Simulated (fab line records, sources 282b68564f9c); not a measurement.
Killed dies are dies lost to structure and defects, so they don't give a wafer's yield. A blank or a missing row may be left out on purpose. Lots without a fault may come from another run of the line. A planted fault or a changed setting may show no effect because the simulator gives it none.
Split-lot experiment | flow rit_cmos | 5 lots, 23 wafers read, on a route of 202 steps

THE SPLIT
At RIT_GATE_OXIDATION_05 (target thk 3 nm, ox time 270 s), the setting temp_c was moved away from the recipe's 900 C on 10 of the 23 wafers read, by -2.7% to -2.0%. The other wafers ran this setting at the recipe's value.

FROM THE SPLIT TO THE READING: what the file shows between them, 1 step
- RIT_GATE_ANNEAL_06: time 600 s

THE READING
GATE_OXIDE_THK, in nm, at RIT_GATE_THK_MEAS_07. Fault-free wafers of this fab line usually give 3.00 nm, standard deviation 0.065 nm.

wafer  | tool, chamber at the split | temp_c as run, C | against the recipe | GATE_OXIDE_THK, nm | against lot-mates on the recipe
L074.1 | -, -                       | 875.9            | -2.7%              | 2.25               | no lot-mate on the recipe
L074.2 | -, -                       | 875.9            | -2.7%              | 2.16               | no lot-mate on the recipe
L074.4 | -, -                       | 875.9            | -2.7%              | 2.17               | no lot-mate on the recipe
L074.5 | -, -                       | 875.9            | -2.7%              | 2.19               | no lot-mate on the recipe
L074.6 | -, -                       | 875.9            | -2.7%              | 2.16               | no lot-mate on the recipe
L075.1 | -, -                       | 900              | recipe             | 3.07               | -
L075.2 | -, -                       | 900              | recipe             | 3.00               | -
L075.3 | -, -                       | 900              | recipe             | 2.99               | -
L075.4 | -, -                       | 900              | recipe             | 2.92               | -
L075.6 | -, -                       | 900              | recipe             | 2.97               | -
L078.1 | -, -                       | 900              | recipe             | 3.05               | -
L078.3 | -, -                       | 900              | recipe             | 2.99               | -
L078.4 | -, -                       | 900              | recipe             | 2.96               | -
L078.5 | -, -                       | 900              | recipe             | 2.99               | -
L078.6 | -, -                       | 900              | recipe             | 2.98               | -
L080.1 | -, -                       | 881.9            | -2.0%              | 2.39               | no lot-mate on the recipe
L080.2 | -, -                       | 881.9            | -2.0%              | 2.34               | no lot-mate on the recipe
L080.3 | -, -                       | 881.9            | -2.0%              | 2.40               | no lot-mate on the recipe
L080.5 | -, -                       | 881.9            | -2.0%              | 2.37               | no lot-mate on the recipe
L080.6 | -, -                       | 881.9            | -2.0%              | 2.33               | no lot-mate on the recipe
L085.2 | furnace-04, 0              | 900              | recipe             | 2.98               | -
L085.3 | furnace-04, 0              | 900              | recipe             | 2.99               | -
L085.6 | furnace-04, 0              | 900              | recipe             | 3.16               | -

THE FIT
A straight line over all 23 wafers: GATE_OXIDE_THK changes by +0.309 nm for each +1% of temp_c; r = +0.99; the points scatter about the line by 0.051 nm.
Too few moved wafers have a lot-mate on the recipe to fit a line with each lot's own level taken away.

THE WHOLE CHAIN: every reading that the file lists as answering this split, in the file's order
step                  | what it does                   | reading                                                                           | change (the file's fit)               | r (the file's)
RIT_GATE_OXIDATION_05 | target thk 3 nm, ox time 270 s | SiO2_of_GATE_OXIDATION_05.thk_nm (the simulator's own value, which no gauge read) | +0.304 nm for each +1% of the setting | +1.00
RIT_GATE_THK_MEAS_07  |                                | GATE_OXIDE_THK                                                                    | +0.308 for each +1% of the setting    | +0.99

THE FILE'S OWN FIT
GATE_OXIDE_THK changes by +0.308 nm for each +1% of temp_c, r = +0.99.
